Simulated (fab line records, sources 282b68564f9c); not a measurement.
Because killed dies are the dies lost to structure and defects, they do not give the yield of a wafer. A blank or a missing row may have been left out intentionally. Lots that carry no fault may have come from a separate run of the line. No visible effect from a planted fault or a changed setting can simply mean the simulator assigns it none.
Struck lot and sound lot, side by side :: flow rit_cmos :: 14 out of 202 route steps
Sound: these wafers, L856.1, L856.3, L856.4. Wafers struck: L863.3, L863.4, L863.6. At the end, the cause is stated.
Order at every step that has rows: each side's tool, ch and its chambers, its first start. Under that, the readings that differ: sound wafers :: struck wafers :: difference of the means :: sigmas: that difference in standard deviations of wafers without a fault.
alike: same words and numbers on both sides, and readings whose means sit less than 2 such deviations apart. not compared: any withheld reading, any reading some wafer has no value for, any bound like >300 that may hide the same value, and any number with overlapping values for which the record gives no deviation.
A row with sigmas, a row that says differs or no value, or rows on one side alone: a step with any of these is where the two part. Non-overlapping numbers with no deviation appear without sigmas and do not part them. A reading that every wafer of one side lacks parts them only if that side has two wafers or more.

RIT_PRETRO_OVL_MEAS_06:
  struck on overlay-02, day 4 18:47; sound on overlay-01, day 3 09:06
  alike: PRETRO_OVL
then, 2 steps without rows for these wafers: RIT_PRETRO_HARDBAKE_07 (time 120 s); RIT_PRETRO_IMPLANT_08.
RIT_PRETRO_STRIP_09: strips in O2, time 180 s.
  sound on plasma_asher-01 ch 0,1, day 3 09:40; struck on plasma_asher-04 ch 0,1, day 4 19:16
  alike: drypump_motor_current_A
  not compared: rf_hours_counter_h
RIT_PRETRO_TW_MEAS_10:
  struck on film_metro-04, day 4 19:25; sound on film_metro-02, day 3 09:50
  alike: PRETRO_TW
then, 5 steps without rows for these wafers: RIT_GATE_WET_ETCH_00 (etches SiO2 in BOE, target depth 56 nm, time 60 s); RIT_GATE_CLEAN_01 (cleans in SC1, time 600 s); RIT_GATE_CLEAN_02 (cleans in dHF, time 30 s); RIT_GATE_CLEAN_03 (cleans in SC2, time 600 s); RIT_GATE_CLEAN_04 (cleans in dHF, time 60 s).
RIT_FOX2_THK_MEAS_91:
  struck on film_metro-04, day 4 19:54; sound on film_metro-03, day 3 10:19
  alike: FIELD_OXIDE_LEFT_2_THK
then, 1 step without rows for these wafers: RIT_GATE_OXIDATION_05 (target thk 3 nm, ox time 270 s).
RIT_GATE_ANNEAL_06: time 600 s.
  struck on furnace-01, day 4 21:08; sound on furnace-04 ch 0, day 3 11:27
  no value came back on the struck wafers for run_length_s (s), spike_tc_centre_C (C), tube_center_temp_C_max, zone_power_load_pct (%); on the sound wafers run_length_s (s) reads 856 856 856
RIT_GATE_THK_MEAS_07:
  struck on film_metro-01, day 4 21:24; sound on film_metro-03, day 3 11:42
  alike: GATE_OXIDE_THK

## WHERE THEY PART
Only at RIT_GATE_ANNEAL_06, within this record. Later steps at which nothing parts them and some readings are alike: RIT_GATE_THK_MEAS_07.

WHY: whatever the simulator had introduced
Skipped step whole: furnace-01, from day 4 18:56 on, at RIT_GATE_ANNEAL_06. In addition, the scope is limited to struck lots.
